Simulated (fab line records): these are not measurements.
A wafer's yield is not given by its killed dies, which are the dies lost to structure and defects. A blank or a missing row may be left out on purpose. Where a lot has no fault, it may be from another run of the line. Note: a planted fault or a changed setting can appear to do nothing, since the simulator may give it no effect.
A lot that was struck, set against a sound lot	flow rit-cmos	15 steps out of a route of 202
Sound: these wafers, L677.1, L677.4, L677.6. Struck: wafer L688.6. (L688.1, L688.4 of the same lot were not struck and are left out.) The cause comes at the end.
For every step that has rows: the tool of each side, followed by ch and its chambers, followed by its first start. Under that, the readings that differ: sound wafers	struck wafers	difference of the means	sigmas: that difference in standard deviations of wafers without a fault.
alike: a reading whose means differ by less than 2 such deviations, as well as words and numbers matching on both sides. not compared: withheld readings; readings where some wafer has no value; bounds like >300 that might hide an equal value; numbers whose values overlap and for which the record gives no deviation.
The two part at a step that has a row with sigmas, a row that says differs or no value, or rows on one side only. When numbers do not overlap yet have no deviation, they are printed without sigmas and do not part them. A reading that every wafer of one side lacks parts them only if that side has two wafers or more.

RIT_M1_SPUTTER_00: material Al, target thk 400 nm, time 500 s.
  sound: pvd-sputter-02 at day 3 21:17; struck: pvd-sputter-04 at day 6 00:31
  alike: throttle-valve-pct
RIT_M1_RS_MEAS_01: the measuring method here is four-point-probe.
  sound: film-metro-02 at day 3 21:35; struck: film-metro-02 at day 6 00:49
  alike: M1_AL_RS
RIT_M1_THK_MEAS_02: measures by xrf.
  sound: film-metro-02 at day 3 21:43; struck: film-metro-02 at day 6 00:56
  alike: M1_AL_THK
then, 6 steps without rows for these wafers: RIT_M1_HMDS_03 (prime time 60 s); RIT_M1_COAT_04 (resist thk 1280 nm); RIT_M1_SOFTBAKE_05 (time 60 s); RIT_M1_EXPOSE_06 (exposes mask M12, target cd 2600 nm); RIT_M1_PEB_07; RIT_M1_DEVELOP_08 (develop time 68 s).
RIT_M1_CD_MEAS_09: target cd 2600 nm.
  sound: cd-sem-02 at day 3 22:39; struck: cd-sem-01 at day 6 01:59
  alike: cd-nm
RIT_M1_OVL_MEAS_10:
  sound: overlay-02 at day 3 22:46; struck: overlay-02 at day 6 02:07
  alike: M1_OVL
then, 1 step without rows for these wafers: RIT_M1_HARDBAKE_11 (time 120 s).
RIT_M1_METAL_ETCH_12: etches Al in Cl2/BCl3, stops on SiO2, time 165 s, target depth 600 nm.
  sound on rie-metal-03 ch 0,1, day 3 23:03; struck on rie-metal-04 ch 0, day 6 02:24
reading	sound	struck	difference	sigmas
chamber-pressure-mTorr (mTorr)	100.34 99.98 99.85	149.95	+49.89	+99 or more
throttle-valve-pct (%)	8.17 8.21 8.17	8.40	+0.22	+3
model.NOVOLAK_of_M1_COAT_04.thk-nm (nm)	792.8 800.7 790.1	762	-33	
  alike: drypump-motor-current-A, oes-product-au
  not compared: rf-hours-counter-h
then, 1 step without rows for these wafers: RIT_M1_STRIP_13 (strips in nmp, time 600 s).
RIT_M1_PROBE_99:
  sound: prober-01 at day 4 01:19; struck: prober-01 at day 6 04:58
  alike: defect-limited-yield, killed-at-contacts, killed-at-front-end, killed-dies, killed-open, killed-short, sort_bin_3_pad_short, sort_bin_5_function, sort_bin_6_memory, sort-n-pass, sort-yield-pct

WHERE THEY PART
At RIT_M1_METAL_ETCH_12 and nowhere else, as far as this record goes. Later steps at which nothing parts them and some readings are alike: RIT_M1_PROBE_99.

WHY: what the simulator had put in
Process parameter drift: rie-metal-04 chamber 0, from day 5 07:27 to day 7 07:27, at RIT_M1_METAL_ETCH_12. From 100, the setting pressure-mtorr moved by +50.
